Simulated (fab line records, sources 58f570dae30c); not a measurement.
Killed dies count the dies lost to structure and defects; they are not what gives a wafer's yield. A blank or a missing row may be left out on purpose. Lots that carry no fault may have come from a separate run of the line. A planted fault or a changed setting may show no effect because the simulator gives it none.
A single fault, viewed from 2 desks || flow berkeley_cmos170 || only its own numbers are on each desk; what lay behind them is given at the end

AT THE TOOL OWNER'S DESK: implanter-04
The tool's own readings at UCB170_NLDD_IMPLANT_08, given as means over the sampled wafers that have a number, one for each lot that went through this tool. If a lot's mean is further than 4 standard deviations from the usual mean, the lot is out of limits and carries the mark OUT (the distance appears in the brackets).
Columns: A = beam_on_s at UCB170_NLDD_IMPLANT_08, usual 9.97 s; B = dose_ions_cm2 at UCB170_NLDD_IMPLANT_08, usual 5.001e+13; C = faraday_current_uA at UCB170_NLDD_IMPLANT_08, usual 159
{"lot": "L182", "first seen here": "day 8 00:04", "A": 10.17, "B": 5.006e+13, "C": 156}
{"lot": "L185", "first seen here": "day 8 20:02", "A": 10.00, "B": 5.002e+13, "C": 158}
{"lot": "L191", "first seen here": "day 10 02:43", "A": 10.04, "B": 4.993e+13, "C": 157}
{"lot": "L200", "first seen here": "day 11 19:56", "A": 9.95, "B": "6.032e+13 (+99 or more) OUT", "C": "192 (+11) OUT"}
{"lot": "L196", "first seen here": "day 11 20:22", "A": 9.90, "B": "6.030e+13 (+99 or more) OUT", "C": "193 (+11) OUT"}
This desk's finding: out of limits on L196, L200; first on L200, day 11 19:56 (dose_ions_cm2 at UCB170_NLDD_IMPLANT_08). In limits: L182, L185, L191.

AT THE METROLOGY DESK
What the gauges read, lot by lot, whatever tool the lot ran on: means of the sampled wafers that have a number. If a lot's mean is further than 4 standard deviations from the usual mean, the lot is out of limits and carries the mark OUT (the distance appears in the brackets).
Columns: A = PFIELD_OVL at UCB170_PFIELD_OVL_MEAS_06, usual -1 nm; B = SACOX_OXIDE_THK at UCB170_SACOX_THK_MEAS_02, usual 14.26 nm; C = GATE_OVL at UCB170_GATE_OVL_MEAS_13, usual 0 nm; D = NLDD_RS at UCB170_SDANNEAL_RS_MEAS_05, usual 616.6 ohm/sq
{"lot": "L178", "first seen here": "day 4 22:21", "A": 7, "B": 14.20, "C": -9, "D": 615.9}
{"lot": "L181", "first seen here": "day 5 07:31", "A": -2, "B": 14.57, "C": -5, "D": 616.7}
{"lot": "L179", "first seen here": "day 5 08:02", "A": -1, "B": 14.28, "C": 1, "D": 616.8}
{"lot": "L180", "first seen here": "day 5 08:13", "A": -8, "B": 14.28, "C": 2, "D": 615.4}
{"lot": "L182", "first seen here": "day 5 18:25", "A": -5, "B": 14.35, "C": 2, "D": 616.5}
{"lot": "L184", "first seen here": "day 6 10:08", "A": -8, "B": 14.24, "C": -0, "D": 617.7}
{"lot": "L185", "first seen here": "day 6 11:41", "A": -2, "B": 14.35, "C": 5, "D": 617.6}
{"lot": "L186", "first seen here": "day 6 12:02", "A": -8, "B": 14.19, "C": -10, "D": 616.6}
{"lot": "L187", "first seen here": "day 6 23:49", "A": 9, "B": 14.66, "C": -3, "D": 617.2}
{"lot": "L188", "first seen here": "day 7 12:59", "A": -4, "B": 14.22, "C": 1, "D": 616.0}
{"lot": "L191", "first seen here": "day 7 13:16", "A": 0, "B": 14.35, "C": 2, "D": 615.3}
{"lot": "L196", "first seen here": "day 9 00:38", "A": 2, "B": 14.28, "C": -5, "D": "576.2 (-34) OUT"}
{"lot": "L200", "first seen here": "day 9 00:46", "A": -7, "B": 14.11, "C": 2, "D": "577.4 (-33) OUT"}
{"lot": "L201", "first seen here": "day 9 17:47", "A": -2, "B": 14.37, "C": 1, "D": 616.1}
Finding of this desk: L196, L200 out of limits, first seen on L200 at day 12 10:46 (NLDD_RS at UCB170_SDANNEAL_RS_MEAS_05). In limits: L178, L181, L179, L180, L182, L184, L185, L186, L187, L188, L191, L201.

ALL TOGETHER
At day 11 19:56, on L196, L200, the tool owner's desk was in a position to raise an alarm.
At day 12 10:46 the metrology desk could have sounded an alarm, on L196, L200.
UCB170_NLDD_IMPLANT_08 was run on implanter-04 by each of the lots named.

WHAT THE SIMULATOR HAD INSERTED
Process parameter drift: implanter-04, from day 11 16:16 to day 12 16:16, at UCB170_NLDD_IMPLANT_08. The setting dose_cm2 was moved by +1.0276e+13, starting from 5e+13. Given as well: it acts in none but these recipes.
Shown lots that were struck: L196, L200.
Time in hours from fault onset to the first out-of-limits reading at each desk: tool owner's desk 4, metrology desk 18.
